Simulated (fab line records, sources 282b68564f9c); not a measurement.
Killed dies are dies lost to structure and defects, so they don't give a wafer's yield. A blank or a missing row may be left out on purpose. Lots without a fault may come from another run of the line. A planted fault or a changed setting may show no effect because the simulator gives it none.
Which tool did it? | flow rit_cmos | 7 lots, 21 wafers sampled, at 2 steps of a route of 202

WHAT THE GAUGES READ, wafer by wafer
RIT_ACTIVE_THK_MEAS_04.
lot  | measured    | on            | ACTIVE_NITRIDE_THK (nm)
L242 | day 1 19:20 | film_metro-01 | 150.8 150.7 151.0
L244 | day 2 04:44 | film_metro-03 | 149.5 149.0 150.3
L246 | day 2 14:32 | film_metro-02 | 151.9 150.9 149.4
L251 | day 3 17:13 | film_metro-01 | 122.2 121.9 120.6
L253 | day 4 02:14 | film_metro-02 | 150.0 149.7 149.1
L256 | day 4 16:32 | film_metro-02 | 147.1 146.2 147.7
L260 | day 5 13:14 | film_metro-01 | 150.3 150.4 151.1

WHICH TOOL RAN EACH LOT (tool, then ch and the chambers of the sampled wafers, then the start)
lot  | RIT_ACTIVE_CVD_03
L242 | lpcvd-02 ch 1, day 1 17:55
L244 | lpcvd-02 ch 1, day 2 03:18
L246 | lpcvd-01 ch 1, day 2 13:07
L251 | lpcvd-02 ch 1, day 3 15:47
L253 | lpcvd-01 ch 0, day 4 00:07
L256 | lpcvd-01 ch 1, day 4 15:07
L260 | lpcvd-01 ch 1, day 5 11:07
- RIT_ACTIVE_CVD_03: deposits Si3N4 from SiH2Cl2/NH3, target thk 150 nm, time 1500 s.

THE ANSWER, worked out from the rows above alone
Rule: what is usual is taken from the lots themselves. Put in order of their means at a reading, lots are off if they are a third of the lots or fewer, leave a main group of 4 or more, and stand apart from it by a gap of 3 or more times the standard deviation of the main group's means; of several such gaps the widest counts. A main group whose means are all the same, to the digits that the tables above print for the reading, isn't used. A lot without any number at a reading at which 4 lots or more have one is off too. The other lots that the step has rows for count as sound.
Off: L251, at RIT_ACTIVE_THK_MEAS_04 (ACTIVE_NITRIDE_THK). The main group: mean 149.7 nm, standard deviation 1.3.
A tool fits if, at a process step before that reading, it ran every lot that is off, and no sound lot after the first of them. The gauges at RIT_ACTIVE_THK_MEAS_04 are tried like those tools. One fits: lpcvd-02 at RIT_ACTIVE_CVD_03. Its last sound lot is L244 (day 2 03:18), its first lot that is off L251 (day 3 15:47): a fault that began between those two fits.

WHAT THE SIMULATOR HAD PUT IN
Process parameter drift: lpcvd-02, from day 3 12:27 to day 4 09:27, at RIT_ACTIVE_CVD_03. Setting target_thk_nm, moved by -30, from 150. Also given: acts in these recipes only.
Lots struck among those shown: L251. The rule above found the same.
